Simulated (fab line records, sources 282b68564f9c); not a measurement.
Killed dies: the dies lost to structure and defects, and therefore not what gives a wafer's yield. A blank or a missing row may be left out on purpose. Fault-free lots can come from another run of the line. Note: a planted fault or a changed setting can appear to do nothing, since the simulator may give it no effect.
Comparing a struck lot with a sound one    flow rit cmos    19 out of 202 route steps
Sound: the wafers L962.3, L962.5, L962.6. The struck wafers were L971.2, L971.3, L971.5. The cause comes at the end.
At each step with rows: each side's tool, then ch and its chambers, then its first start. Under that, the readings that differ: sound wafers    struck wafers    difference of the means    sigmas: that difference in standard deviations of wafers without a fault.
alike: words and numbers the same on both sides, and readings whose means are apart by under 2 such deviations; not compared: readings that were withheld, readings missing a value for some wafer, numbers with overlapping values and no deviation given by the record, and bounds like >300 which may hide the same value.
Wherever a step has rows on one side only, a row that says differs or no value, or a row with sigmas, the two part there. Numbers that don't overlap but have no deviation are shown without sigmas and don't part them. Lack of a reading on every wafer of one side parts them only where that side has two or more wafers.

first, 2 steps without rows for these wafers: RIT_NSD_PEB_04; RIT_NSD_DEVELOP_05 (develop time 50 s).
RIT_NSD_OVL_MEAS_06:
  sound on overlay-02 at day 4 00:29; struck on overlay-02 at day 5 20:58
  alike: NSD_OVL
then, 2 steps without rows for these wafers: RIT_NSD_HARDBAKE_07 (time 60 s); RIT_NSD_IMPLANT_08.
RIT_NSD_STRIP_09: strips in O2, time 180 s.
  sound on plasma asher-03 ch 0,1, day 4 00:52; struck on plasma asher-03 ch 0, day 5 21:17
  alike: drypump motor current A
  not compared: rf hours counter h
RIT_NSD_TW_MEAS_10:
  sound on film metro-03 at day 4 01:00; struck on film metro-03 at day 5 21:28
  alike: NSD_TW
then, 5 steps without rows for these wafers: RIT_PSD_HMDS_00 (prime time 60 s); RIT_PSD_COAT_01 (resist thk 1000 nm); RIT_PSD_SOFTBAKE_02 (time 60 s); RIT_PSD_EXPOSE_03 (exposes mask M10, target cd 40900 nm); RIT_PSD_PEB_04.
RIT_PSD_DEVELOP_05: develop time 50 s.
  sound on litho track-03 ch 0, day 4 01:00; struck on litho track-03 ch 0, day 5 22:00
RIT_PSD_OVL_MEAS_06:
  sound on overlay-02 at day 4 01:58; struck on overlay-01 at day 5 22:23
  alike: PSD_OVL
then, 2 steps without rows for these wafers: RIT_PSD_HARDBAKE_07 (time 60 s); RIT_PSD_IMPLANT_08.
RIT_PSD_STRIP_09: strips in O2, time 180 s.
  sound on plasma asher-04 ch 0,1, day 4 02:21; struck on plasma asher-04 ch 0,1, day 5 22:43
  alike: drypump motor current A
  not compared: rf hours counter h
RIT_PSD_TW_MEAS_10:
  sound on film metro-02 at day 4 02:29; struck on film metro-02 at day 5 22:55
reading  sound           struck    difference  sigmas
PSD_TW   3451 3416 3437  30 30 30  -3405       -99 or more
then, 1 step without rows for these wafers: RIT_SDANNEAL_CLEAN_00 (cleans in SC1, time 600 s).

## WHERE THEY PART
At RIT_PSD_TW_MEAS_10 and nowhere else, as far as this record goes.

WHY: what had been put in by the simulator
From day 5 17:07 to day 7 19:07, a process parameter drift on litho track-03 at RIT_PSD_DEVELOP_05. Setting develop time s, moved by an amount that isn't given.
